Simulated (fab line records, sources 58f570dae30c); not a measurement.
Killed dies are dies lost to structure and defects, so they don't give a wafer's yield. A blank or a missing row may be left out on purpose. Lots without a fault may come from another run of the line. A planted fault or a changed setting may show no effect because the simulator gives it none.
Problem report in the 8D (eight disciplines) form, filled by code | flow berkeley_cmos170 | the parts of the form that need people (team, actions taken, sign-off) are left out

1. THE PROBLEM
M3_AL_RS at UCB170_M3_RS_MEAS_02 reads a mean of 0.0302 ohm/sq on 9 wafers of 3 lots; wafers without a fault read 0.0322 ohm/sq with a standard deviation of 0.0004. That is -4.9 standard deviations from the usual mean.
The step: measures by four-point-probe.
First seen on wafer L420.2, day 10 19:29, on film_metro-04. The record holds 45 wafers of 15 lots with a number at this step. Rule for "out", or "out of limits": more than 4 standard deviations from the usual mean. The other wafers with a number count as sound.

2. WHAT IT IS AND WHAT IT IS NOT
question                    | is                     | is not
which readings at this step | M3_AL_RS               | -
which lots                  | L420, L424, L426       | L409, L411, L412, L414, L416, L418, L422, L423, L428, L429, L430, L431
which wafers of those lots  | all that have a number | -
read on which gauges        | film_metro-04          | film_metro-02, film_metro-03
when                        | from day 10 19:29      | up to then (24 sound wafers); but 12 sound wafers of L428, L429, L430, L431 came after

3. SUSPECTS, AND WHAT RULES EACH OUT
Counting: a tool at a process step up to the reading stays a suspect if it ran every lot that is out and no sound lot after the first of them.
- the gauge at UCB170_M3_RS_MEAS_02: kept. All the wafers that are out were read on film_metro-04, and no step on other tools shows them out.
- pvd_sputter-01 at UCB170_M3_SPUTTER_01 (material Al, target thk 900 nm, time 120 s): kept. It ran every lot that is out, first L420 (day 10 19:23), and no sound lot after that; its last sound lot up to then is L422 (day 10 16:47).
Left after counting: pvd_sputter-01 at UCB170_M3_SPUTTER_01, film_metro-04 at UCB170_M3_RS_MEAS_02.

4. THE CAUSE (what the simulator had put in)
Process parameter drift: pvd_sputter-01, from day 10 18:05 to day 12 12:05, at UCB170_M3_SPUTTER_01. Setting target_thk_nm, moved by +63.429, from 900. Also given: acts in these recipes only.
Counting left 2 suspects, and this tool is among them.

5. THE CHAIN OF EFFECTS, in route order
Each row: a reading whose mean over the struck wafers that have a number lies more than 3 standard deviations from the usual. Only readings for which the record gives a usual standard deviation are gone through. hours: the time from each lot's start at the first step in this table that gives one to its start at this step, as a median over the lots. sigmas: the change in usual standard deviations.
hours | step                  | reading   | usual         | on struck wafers | change  | sigmas
0     | UCB170_M3_RS_MEAS_02  | M3_AL_RS  | 0.0322 ohm/sq | 0.0302           | -0.0020 | -4.9
6     | UCB170_M3_THK_MEAS_03 | M3_AL_THK | 893 nm        | 951              | +58     | +4.9

6. WHAT WOULD HAVE CAUGHT IT SOONER
In this record the first reading out of limits at a measuring or inspecting step was taken at day 10 19:29, 1 hour after the fault began at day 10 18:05.
Of the tool readings at UCB170_M3_SPUTTER_01 for which the record gives a usual standard deviation, none was out on any struck wafer, so an alarm limit of 4 standard deviations on them would not have fired.
Of the lots that are out (3), L424, L426 began UCB170_M3_SPUTTER_01 on pvd_sputter-01 after day 10 19:29. A hold on the tool at that time would have spared those 2.
